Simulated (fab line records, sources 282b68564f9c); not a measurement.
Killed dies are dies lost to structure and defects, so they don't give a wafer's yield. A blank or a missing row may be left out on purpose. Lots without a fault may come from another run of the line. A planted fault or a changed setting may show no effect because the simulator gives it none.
A struck lot beside a sound one | flow rit_cmos | 43 steps out of a route of 202
Sound: wafers L574.3, L574.4, L574.6. Struck: wafers L583.1, L583.3, L583.6. The cause comes at the end.
At each step with rows: each side's tool, then ch and its chambers, then its first start. Under that, the readings that differ: sound wafers | struck wafers | difference of the means | sigmas: that difference in standard deviations of wafers without a fault.
alike: readings whose means differ by less than 2 such deviations, and words and numbers that are the same on both sides. not compared: withheld readings, readings that some wafer has no value for, bounds like >300 that may hide the same value, and numbers for which the record gives no deviation and whose values overlap.
The two part at a step that has a row with sigmas, a row that says differs or no value, or rows on one side only. Numbers that don't overlap but have no deviation are shown without sigmas and don't part them. A reading that every wafer of one side lacks parts them only if that side has two wafers or more.

first, 4 steps without rows for these wafers: RIT_ACTIVE_SOFTBAKE_07 (time 60 s); RIT_ACTIVE_EXPOSE_08 (exposes mask M1, target cd 1400 nm); RIT_ACTIVE_PEB_09; RIT_ACTIVE_DEVELOP_10 (develop time 50 s).
RIT_ACTIVE_CD_MEAS_11: target cd 1400 nm.
  sound on cd_sem-02, day 2 00:29; struck on cd_sem-02, day 3 21:34
  alike: cd_nm
then, 1 step without rows for these wafers: RIT_ACTIVE_HARDBAKE_12 (time 60 s).
RIT_ACTIVE_ETCH_13: etches Si3N4 in SF6, stops on SiO2, time 210 s, target depth 210 nm.
  sound on rie_diel-04 ch 0,1,2, day 2 00:43; struck on rie_diel-01 ch 1,3, day 3 21:50
  alike: chamber_pressure_mTorr, drypump_motor_current_A, oes_product_au, rf_fwd_power_W, throttle_valve_pct
  not compared: rf_hours_counter_h
RIT_ACTIVE_STRIP_14: strips in O2, time 180 s.
  sound on plasma_asher-04 ch 0,1, day 2 00:54; struck on plasma_asher-04 ch 0,1, day 3 21:58
  alike: chamber_pressure_mTorr, drypump_motor_current_A
  not compared: rf_hours_counter_h
RIT_ACTIVE_CD_MEAS_90: target cd 1400 nm.
  sound on cd_sem-02, day 2 01:08; struck on cd_sem-01, day 3 22:08
  alike: cd_nm
then, 3 steps without rows for these wafers: RIT_ACTIVE_CLEAN_15 (cleans in SC1, time 600 s); RIT_ACTIVE_CLEAN_16 (cleans in dHF, time 30 s); RIT_ACTIVE_CLEAN_17 (cleans in SC2, time 600 s).
RIT_FOX1_OXIDATION_00: target thk 350.7 nm, ox time 1130 s.
  sound on furnace-03 ch 0, day 2 03:03; struck on furnace-04 ch 0, day 3 22:38
  alike: spike_tc_source_C, zone_power_centre_pct
RIT_FOX1_THK_MEAS_01:
  sound on film_metro-03, day 2 04:23; struck on film_metro-02, day 3 23:57
  alike: FOX1_OXIDE_THK
then, 2 steps without rows for these wafers: RIT_FOX1_WET_ETCH_02 (etches SiO2 in BOE, target depth 350 nm, time 390 s); RIT_FOX2_OXIDATION_00 (target thk 350.7 nm, ox time 1130 s).
RIT_FOX2_THK_MEAS_01:
  sound on film_metro-02, day 2 05:53; struck on film_metro-02, day 4 01:26
  reading             | sound       | struck      | difference | sigmas
  FOX2_OXIDE_THK (nm) | 341 337 344 | 362 355 358 | +18        | +3
then, 2 steps without rows for these wafers: RIT_FOX2_CLEAN_02 (cleans in dHF, time 180 s); RIT_FOX2_WET_ETCH_03 (etches Si3N4 in H3PO4, target depth 195 nm, time 2700 s).
RIT_FOX2_THK_MEAS_90:
  sound on film_metro-02, day 2 06:45; struck on film_metro-02, day 4 02:23
  reading                     | sound       | struck      | difference | sigmas
  FIELD_OXIDE_LEFT_1_THK (nm) | 314 309 316 | 334 328 330 | +18        | +3
then, 6 steps without rows for these wafers: RIT_NWELL_HMDS_00 (prime time 60 s); RIT_NWELL_COAT_01 (resist thk 1300 nm); RIT_NWELL_SOFTBAKE_02 (time 60 s); RIT_NWELL_EXPOSE_03 (exposes mask M2, target cd 43900 nm); RIT_NWELL_PEB_04; RIT_NWELL_DEVELOP_05 (develop time 68 s).
RIT_NWELL_OVL_MEAS_06:
  sound on overlay-02, day 2 07:49; struck on overlay-02, day 4 03:19
  alike: NWELL_OVL
then, 2 steps without rows for these wafers: RIT_NWELL_HARDBAKE_07 (time 120 s); RIT_NWELL_IMPLANT_08.
RIT_NWELL_STRIP_09: strips in O2, time 180 s.
  sound on plasma_asher-03 ch 0,1, day 2 08:17; struck on plasma_asher-01 ch 0,1, day 4 03:46
  alike: chamber_pressure_mTorr, drypump_motor_current_A
  not compared: rf_hours_counter_h
RIT_NWELL_TW_MEAS_10:
  sound on film_metro-03, day 2 08:26; struck on film_metro-04, day 4 03:56
  reading  | sound          | struck         | difference | sigmas
  NWELL_TW | 2096 2083 2106 | 2127 2138 2135 | +38        | +2
then, 6 steps without rows for these wafers: RIT_PWELL_HMDS_00 (prime time 60 s); RIT_PWELL_COAT_01 (resist thk 1300 nm); RIT_PWELL_SOFTBAKE_02 (time 60 s); RIT_PWELL_EXPOSE_03 (exposes mask M3, target cd 43700 nm); RIT_PWELL_PEB_04; RIT_PWELL_DEVELOP_05 (develop time 68 s).
RIT_PWELL_OVL_MEAS_06:
  sound on overlay-02, day 2 09:32; struck on overlay-01, day 4 05:00
  alike: PWELL_OVL
then, 2 steps without rows for these wafers: RIT_PWELL_HARDBAKE_07 (time 120 s); RIT_PWELL_IMPLANT_08.
RIT_PWELL_STRIP_09: strips in O2, time 180 s.
  sound on plasma_asher-03 ch 0,1, day 2 10:01; struck on plasma_asher-02 ch 0, day 4 05:26
  alike: chamber_pressure_mTorr, drypump_motor_current_A
  not compared: rf_hours_counter_h
RIT_PWELL_TW_MEAS_10:
  sound on film_metro-04, day 2 10:09; struck on film_metro-03, day 4 05:37
  alike: PWELL_TW
RIT_M1_PROBE_99:
  sound on prober-02, day 3 20:28; struck on prober-01, day 5 15:46
  reading                                      | sound                | struck               | difference | sigmas
  model.etest.diode_nwell_sub.leak_log10_a_cm2 | -7.449 -7.545 -7.349 | -6.907 -7.095 -6.831 | +0.503     |
  model.etest.pmos_0p15.gate_bv_v (V)          | 4.645 4.679 4.715    | 4.6 4.544 4.59       | -0.1       |
  model.etest.nmos_0p15.gate_bv_v (V)          | 4.756 4.813 4.808    | 4.678 4.631 4.699    | -0.123     |
  model.etest.nmos_0p3.bv_v (V)                | 5.482 5.53 5.511     | 5.411 5.394 5.411    | -0.102     |
  model.etest.nmos_0p15.bv_v (V)               | 5.482 5.53 5.511     | 5.411 5.394 5.411    | -0.102     |
  alike: killed_at_contacts, killed_at_front_end, killed_dies, killed_on_rim, killed_open, killed_short

WHERE THEY PART
First at RIT_FOX2_THK_MEAS_01; last, within this record, at RIT_NWELL_TW_MEAS_10. Later steps at which nothing parts them and some readings are alike: RIT_PWELL_OVL_MEAS_06, RIT_PWELL_STRIP_09, RIT_PWELL_TW_MEAS_10, RIT_M1_PROBE_99.

WHY: what the simulator had put in
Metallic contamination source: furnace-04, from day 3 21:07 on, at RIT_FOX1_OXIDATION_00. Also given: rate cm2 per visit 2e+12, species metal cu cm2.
